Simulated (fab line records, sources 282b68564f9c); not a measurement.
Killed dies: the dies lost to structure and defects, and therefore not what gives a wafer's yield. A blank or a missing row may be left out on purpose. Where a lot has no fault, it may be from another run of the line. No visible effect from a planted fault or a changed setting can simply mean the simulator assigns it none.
fab line records + flow rit-cmos
[record]
- lots = 5
- wafers = 15
- last-day = 7
route steps=202 shown NRETRO@61 PRETRO@64 M1@202
lots that met no fault: from a run of the same line without faults
start-h: hours from the record's first day to the start of the lot's first wafer shown + wait-h: hours from the lot's prior step to this one + " unchanged from the row above + L1.1+2: one row covering several wafers at once + - either no value or no given start + * or withheld: withheld + < > ~ a bound
route shown NAME@n: a module of which the file shows steps, and the number in the route of the first + usual: the fault-free wafers' mean and standard deviation + same: alike in all rows + chamber/n: place in a boat + sites: the reading at each site + _std_site: the standard deviation of these + _edge_site: the outer-site mean with the inner-site mean subtracted + radius-mm: how far each site lies from the wafer's centre + mask NAME#n: copy n + behind: the most recent tool/chamber to have shaped the wafer + hold: the reason the lot was held/the length of the hold in hours/how it ended + device: transistor that didn't switch, given as n, p or np + end of line: at the end of the route, the tests of the same wafers + where a step has no rows: the recipe by itself + killed: at the first sort, the dies lost to defects and structure; wafer yield is something else + map: a wafer's dies, x killed, . not, _ none there
set.NAME: the setting that was run; set.NAME@STEP: the one run at that earlier step + model.NAME: the simulator's own value behind a step, which no gauge read
lots seen at some steps along the route; tables by step, rows by wafer
services: a tool's chamber out of use, with start hour (start-h, from the record's first day; less than 0 if before it), hours out, and reason
[[steps]]
[step RIT_NRETRO_IMPLANT_08]
[recipe]
- species = P
- energy-kev = 70
- dose-cm2 = 1e+13
- tilt-deg = 7
[step RIT_NRETRO_STRIP_09]
[recipe]
- chemistry = O2
- time-s = 180
- resist = NOVOLAK
- platen-temp-c = withheld
- power-w = 500
- pressure-mtorr = 4000
- o2-flow-sccm = 4000
[usual]
- drypump-motor-current-A = 5.7/0.33
- run-length-s = 208.3/0.48
[same]
- time-s = 180
| lot.wafer | tool            | chamber | start-h | wait-h | drypump-motor-current-A | rf-hours-counter-h | run-length-s |
|-----------|-----------------|---------|---------|--------|-------------------------|--------------------|--------------|
| L774.1    | plasma-asher-04 | 1       | 71.26   | 0.1    | 5.7                     | 37                 | 207.8        |
| L774.2    | "               | 0       | "       | "      | 5.3                     | 37                 | 207.9        |
| L774.4    | "               | 0       | "       | "      | 5.3                     | -                  | 208.8        |
| L777.3    | plasma-asher-03 | 1       | 86.45   | 0.1    | 5.4                     | -                  | 208.8        |
| L777.4    | "               | 0       | "       | "      | 5.8                     | -                  | 207.6        |
| L777.6    | "               | 0       | "       | "      | 5.8                     | -                  | 207.9        |
| L778.2    | plasma-asher-03 | 0       | 89.13   | 0.1    | 5.8                     | 47                 | 207.8        |
| L778.3    | "               | 0       | "       | "      | 5.8                     | -                  | 207.8        |
| L778.5    | "               | 0       | "       | "      | 5.8                     | -                  | 207.6        |
| L785.3    | plasma-asher-03 | 0       | 122.33  | 0.1    | 5.8                     | -                  | 207.5        |
| L785.4    | "               | 1       | "       | "      | 5.3                     | -                  | 208.7        |
| L785.6    | "               | 1       | "       | "      | 5.3                     | -                  | 209.4        |
| L788.2    | plasma-asher-04 | 0       | 137.98  | 0.1    | 5.3                     | 2                  | 208.5        |
| L788.3    | "               | 0       | "       | "      | 5.3                     | -                  | 207.9        |
| L788.4    | "               | 1       | "       | "      | 5.7                     | -                  | 208.3        |
[step RIT_NRETRO_TW_MEAS_10]
[usual]
- NRETRO_TW = 1057/5.3
| lot.wafer | tool          | chamber | start-h | wait-h | NRETRO_TW |
|-----------|---------------|---------|---------|--------|-----------|
| L774.1    | film-metro-01 | -       | 71.44   | 0.1    | 1055      |
| L774.2    | "             | -       | "       | "      | 1050      |
| L774.4    | "             | -       | "       | "      | 1052      |
| L777.3    | film-metro-01 | -       | 86.59   | 0.1    | 1059      |
| L777.4    | "             | -       | "       | "      | 1066      |
| L777.6    | "             | -       | "       | "      | 1065      |
| L778.2    | film-metro-02 | -       | 89.32   | 0.1    | 1066      |
| L778.3    | "             | -       | "       | "      | 1062      |
| L778.5    | "             | -       | "       | "      | 1061      |
| L785.3    | film-metro-02 | -       | 122.46  | 0.1    | 1055      |
| L785.4    | "             | -       | "       | "      | 1062      |
| L785.6    | "             | -       | "       | "      | 1055      |
| L788.2    | film-metro-02 | -       | 138.16  | 0.1    | 1050      |
| L788.3    | "             | -       | "       | "      | 1059      |
| L788.4    | "             | -       | "       | "      | 1052      |
[step RIT_PRETRO_HMDS_00]
[recipe]
- prime-time-s = 60
- prime-temp-c = 140
[step RIT_PRETRO_COAT_01]
[recipe]
- resist = NOVOLAK
- spin-rpm = 2000
- resist-thk-nm = 1300
[step RIT_PRETRO_SOFTBAKE_02]
[recipe]
- resist = NOVOLAK
- temp-c = 90
- time-s = 60
[step RIT_PRETRO_EXPOSE_03]
[recipe]
- mask-id = M5
- na = 0.57
- target-cd-nm = 43700
- dose-mj = 250
[step RIT_PRETRO_PEB_04]
[recipe]
- resist = NOVOLAK
- temp-c = withheld
- time-s = withheld
[step RIT_PRETRO_DEVELOP_05]
[recipe]
- resist = NOVOLAK
- develop-time-s = 68
- dev-temp-c = 23
[step RIT_PRETRO_OVL_MEAS_06]
[usual]
- PRETRO_OVL = 0.2/1.5
| lot.wafer | tool       | chamber | start-h | wait-h | PRETRO_OVL[nm] |
|-----------|------------|---------|---------|--------|----------------|
| L774.1    | overlay-01 | -       | 72.50   | -      | 2.7            |
| L774.2    | "          | -       | "       | "      | -0.9           |
| L774.4    | "          | -       | "       | "      | 0.2            |
| L777.3    | overlay-01 | -       | 87.57   | -      | -2.2           |
| L777.4    | "          | -       | "       | "      | -1.9           |
| L777.6    | "          | -       | "       | "      | -1.3           |
| L778.2    | overlay-02 | -       | 90.40   | -      | -1.5           |
| L778.3    | "          | -       | "       | "      | -1.5           |
| L778.5    | "          | -       | "       | "      | -2.5           |
| L785.3    | overlay-01 | -       | 123.52  | -      | 0.1            |
| L785.4    | "          | -       | "       | "      | -0.4           |
| L785.6    | "          | -       | "       | "      | -0.5           |
| L788.2    | overlay-02 | -       | 139.30  | -      | -2.0           |
| L788.3    | "          | -       | "       | "      | -0.8           |
| L788.4    | "          | -       | "       | "      | 0.0            |
[step RIT_PRETRO_HARDBAKE_07]
[recipe]
- resist = NOVOLAK
- temp-c = 140
- time-s = 120
[step RIT_PRETRO_IMPLANT_08]
[recipe]
- species = B
- energy-kev = 45
- dose-cm2 = 1.2e+13
- tilt-deg = 7
[step RIT_PRETRO_STRIP_09]
[recipe]
- chemistry = O2
- time-s = 180
- resist = NOVOLAK
- platen-temp-c = withheld
- power-w = 500
- pressure-mtorr = 4000
- o2-flow-sccm = 4000
[usual]
- drypump-motor-current-A = 5.9/0.33
- run-length-s = 208.4/0.39
[same]
- time-s = 180
| lot.wafer | tool            | chamber | start-h | wait-h | drypump-motor-current-A | rf-hours-counter-h | run-length-s | model.NOVOLAK_of_PRETRO_COAT_01.thk-nm |
|-----------|-----------------|---------|---------|--------|-------------------------|--------------------|--------------|----------------------------------------|
| L774.1    | plasma-asher-02 | 0       | 72.94   | 0.1    | 6.3                     | 44                 | 208.8        | 0                                      |
| L774.2    | "               | 1       | "       | "      | 5.7                     | 44                 | 208.0        | 0                                      |
| L774.4    | "               | 1       | "       | "      | 5.7                     | -                  | 208.4        | 0                                      |
| L777.3    | plasma-asher-01 | 0       | 88.40   | 0.1    | 6.2                     | -                  | 208.6        | 0                                      |
| L777.4    | "               | 1       | "       | "      | 5.6                     | -                  | 208.5        | 0                                      |
| L777.6    | "               | 1       | "       | "      | 5.6                     | -                  | 208.1        | 0                                      |
| L778.2    | plasma-asher-02 | 0       | 90.83   | 0.1    | 6.3                     | 45                 | 27.6         | 674.4                                  |
| L778.3    | "               | 0       | "       | "      | 6.3                     | -                  | 27.0         | 673                                    |
| L778.5    | "               | 1       | "       | "      | 5.7                     | -                  | 27.1         | 674.8                                  |
| L785.3    | plasma-asher-03 | 0       | 124.00  | 0.1    | 5.8                     | -                  | 207.5        | 0                                      |
| L785.4    | "               | 1       | "       | "      | 5.3                     | -                  | 209.0        | 0                                      |
| L785.6    | "               | 0       | "       | "      | 5.8                     | -                  | 207.9        | 0                                      |
| L788.2    | plasma-asher-01 | 0       | 139.73  | 0.1    | 6.2                     | 36                 | 208.1        | 0                                      |
| L788.3    | "               | 1       | "       | "      | 5.6                     | -                  | 208.1        | 0                                      |
| L788.4    | "               | 0       | "       | "      | 6.2                     | -                  | 207.8        | 0                                      |
[step RIT_PRETRO_TW_MEAS_10]
[usual]
- PRETRO_TW = 481.3/2.7
| lot.wafer | tool          | chamber | start-h | wait-h | PRETRO_TW |
|-----------|---------------|---------|---------|--------|-----------|
| L774.1    | film-metro-01 | -       | 73.11   | 0.1    | 484.7     |
| L774.2    | "             | -       | "       | "      | 482.7     |
| L774.4    | "             | -       | "       | "      | 480.3     |
| L777.3    | film-metro-04 | -       | 88.54   | 0.1    | 485.3     |
| L777.4    | "             | -       | "       | "      | 484.2     |
| L777.6    | "             | -       | "       | "      | 485.2     |
| L778.2    | film-metro-04 | -       | 91.01   | 0.1    | 484.3     |
| L778.3    | "             | -       | "       | "      | 486.2     |
| L778.5    | "             | -       | "       | "      | 486.2     |
| L785.3    | film-metro-04 | -       | 124.14  | 0.1    | 480.5     |
| L785.4    | "             | -       | "       | "      | 481.7     |
| L785.6    | "             | -       | "       | "      | 481.1     |
| L788.2    | film-metro-01 | -       | 139.91  | 0.1    | 480.7     |
| L788.3    | "             | -       | "       | "      | 478.3     |
| L788.4    | "             | -       | "       | "      | 474.6     |
[step RIT_M1_PROBE_99]
[usual]
- killed-at-front-end = 7/3.1
- killed-dies = 7/3.1
- killed-on-rim = 1.8/1.3
- killed-open = 3.3/2
- killed-short = 3.5/1.9
[same]
- gross-dies = 264
- killed_at_M0_to_M3 = 0
- killed_at_M4_up = 0
- killed-at-back-side = 0
- killed-at-contacts = 0
- killed-at-other = 0
| lot.wafer | tool      | chamber | start-h | wait-h | killed-at-front-end | killed-dies | killed-on-rim | killed-open | killed-short |
|-----------|-----------|---------|---------|--------|---------------------|-------------|---------------|-------------|--------------|
| L774.1    | prober-01 | -       | 104.20  | 0.1    | 15                  | 15          | 5             | 9           | 6            |
| L774.2    | prober-01 | -       | 104.25  | 0.1    | 5                   | 5           | 1             | 3           | 2            |
| L774.4    | prober-01 | -       | 104.35  | 0.2    | 7                   | 7           | 3             | 3           | 4            |
| L777.3    | prober-02 | -       | 113.81  | 0.2    | 6                   | 6           | 1             | 2           | 4            |
| L777.4    | prober-02 | -       | 113.86  | 0.2    | 5                   | 5           | 1             | 2           | 3            |
| L777.6    | prober-02 | -       | 113.96  | 0.2    | 3                   | 3           | 1             | 1           | 2            |
| L778.2    | prober-01 | -       | 118.58  | 0.1    | 264                 | 264         | 70            | 3           | 2            |
| L778.3    | prober-01 | -       | 118.63  | 0.2    | 264                 | 264         | 70            | 3           | 4            |
| L778.5    | prober-01 | -       | 118.73  | 0.2    | 264                 | 264         | 70            | 1           | 4            |
| L785.3    | prober-02 | -       | 153.15  | 0.2    | 10                  | 10          | 2             | 5           | 5            |
| L785.4    | prober-02 | -       | 153.20  | 0.2    | 3                   | 3           | 0             | 2           | 1            |
| L785.6    | prober-02 | -       | 153.30  | 0.2    | 2                   | 2           | 0             | 1           | 1            |
| L788.2    | prober-01 | -       | 169.24  | 0.1    | 9                   | 9           | 2             | 7           | 2            |
| L788.3    | prober-01 | -       | 169.29  | 0.2    | 8                   | 8           | 2             | 3           | 5            |
| L788.4    | prober-01 | -       | 169.34  | 0.2    | 4                   | 4           | 1             | 1           | 3            |
// killed by level:class
L774.1 GATE:geometric-particle:open=4 FOX1:geometric-particle:short=3 FOX1:geometric-particle:open=2 REOX:geometric-particle:open=2 SPACER:geometric-particle:short=2 FOX2:geometric-particle:open=1 REOX:geometric-particle:short=1
L774.2 FOX1:geometric-particle:open=1 GATE:geometric-particle:open=1 GATE:geometric-particle:short=1 REOX:geometric-particle:short=1 SPACER:geometric-particle:open=1
L774.4 FOX2:geometric-particle:short=2 GATE:geometric-particle:open=2 FOX1:geometric-particle:short=1 REOX:geometric-particle:short=1 SPACER:geometric-particle:open=1
L777.3 GATE:geometric-particle:short=3 FOX1:geometric-particle:short=1 FOX2:geometric-particle:open=1 GATE:geometric-particle:open=1
L777.4 GATE:geometric-particle:short=3 GATE:geometric-particle:open=2
L777.6 FOX1:geometric-particle:short=1 FOX2:geometric-particle:short=1 GATE:geometric-particle:open=1
L778.2 GATE:area-oxidation=259 SILICIDE:geometric-particle:open=2 FOX1:geometric-particle:short=1 FOX1:geometric-particle:open=1 FOX2:geometric-particle:short=1
L778.3 GATE:area-oxidation=256 FOX2:geometric-particle:short=2 SILICIDE:geometric-particle:open=2 FOX1:geometric-particle:open=1 FOX1:geometric-particle:short=1 GATE:geometric-particle:short=1 NWELL:coat-microbubble-printed=1
L778.5 GATE:area-oxidation=259 FOX1:geometric-particle:short=2 REOX:geometric-particle:open=1 REOX:geometric-particle:short=1 SPACER:geometric-particle:short=1
L785.3 GATE:geometric-particle:open=5 FOX2:geometric-particle:short=2 GATE:geometric-particle:short=1 REOX:geometric-particle:short=1 SPACER:geometric-particle:short=1
L785.4 FOX2:geometric-particle:short=1 GATE:geometric-particle:open=1 SILICIDE:geometric-particle:open=1
L785.6 GATE:geometric-particle:short=1 SILICIDE:geometric-particle:open=1
L788.2 FOX1:geometric-particle:open=2 REOX:geometric-particle:open=2 FOX2:geometric-particle:open=1 GATE:geometric-particle:open=1 SPACER:geometric-particle:short=1 SILICIDE:geometric-particle:short=1 SILICIDE:geometric-particle:open=1
L788.3 SILICIDE:geometric-particle:short=2 FOX1:geometric-particle:open=1 FOX2:geometric-particle:short=1 GATE:geometric-particle:short=1 GATE:geometric-particle:open=1 SPACER:geometric-particle:open=1 SPACER:geometric-particle:short=1
L788.4 FOX2:geometric-particle:open=1 GATE:geometric-particle:short=1 REOX:geometric-particle:short=1 SPACER:geometric-particle:short=1
// map L778.2 (x killed, . not)
________xxxxxxx_______
_____xxxxxxxxxxxxx____
____xxxxxxxxxxxxxxx___
___xxxxxxxxxxxxxxxxx__
__xxxxxxxxxxxxxxxxxxx_
__xxxxxxxxxxxxxxxxxxx_
_xxxxxxxxxxxxxxxxxxxxx
_xxxxxxxxxxxxxxxxxxxxx
_xxxxxxxxxxxxxxxxxxxxx
_xxxxxxxxxxxxxxxxxxxxx
__xxxxxxxxxxxxxxxxxxx_
__xxxxxxxxxxxxxxxxxxx_
___xxxxxxxxxxxxxxxxx__
____xxxxxxxxxxxxxxx___
_____xxxxxxxxxxxxx____
________xxxxxxx_______
// map L774.1 (x killed, . not)
________....xx._______
_____........x.x..____
____...............___
___x..x.............__
__..................._
__.........x........._
_.................x...
_.....................
_........x............
_.......x........x....
__..................._
__.....xx............_
___..........x......__
____...............___
_____.............____
________......x_______
[[services]]
| tool            | chamber | start-h | hours | kind       |
|-----------------|---------|---------|-------|------------|
| plasma-asher-04 | -       | 62.61   | 0.7   | repair     |
| plasma-asher-04 | -       | 91.79   | 1.4   | repair     |
| plasma-asher-04 | -       | 99.32   | 2.8   | repair     |
| plasma-asher-04 | -       | 108.75  | 9.0   | pm         |
| plasma-asher-04 | 0       | 108.75  | 9.0   | vent-cycle |
| plasma-asher-04 | 1       | 108.75  | 9.0   | vent-cycle |
| plasma-asher-04 | 0       | 117.75  | -     | clean      |
| plasma-asher-04 | 1       | 117.75  | -     | clean      |
[[key]]
[first-sign]
- step = RIT_PRETRO_STRIP_09
- reading = run-length-s
- direction = down
- sigmas = 99+
- usual = *
- struck = *
[effect]
- step = RIT_M1_PROBE_99
- reading = killed-dies
- direction = up
- sigmas = 84
- usual = 7
- struck = 264
[model-effect]
- step = RIT_PRETRO_STRIP_09
- value = NOVOLAK_of_PRETRO_COAT_01.thk-nm
- without = 0
- struck = 674.1
[more-kills-born-at]
- RIT_GATE_OXIDATION_05@furnace-04 = 774
met-at RIT_PRETRO_STRIP_09
struck-wafers L778.2,L778.3,L778.5
later-rows-left-out L778.2,L778.3,L778.5
tester-left-out L778
onset-between 72.94 90.83
[fault]
- kind = strip-aborted
- tool = plasma-asher-02
- chamber = -
- onset-h = 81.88
- steps = RIT_PRETRO_STRIP_09
- offset = 0.85
- end-h = 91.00
// tester-left-out: of these lots the tester's yield and bins aren't shown, on N5 and GAA mostly nor the transistor test; their killed dies are dies lost to structure and defects alone, not to doping, threshold or leakage, so they don't give the yield
// later-rows-left-out: the simulator's readings of these wafers behind a module that went badly wrong aren't trusted and aren't shown, but for the sort
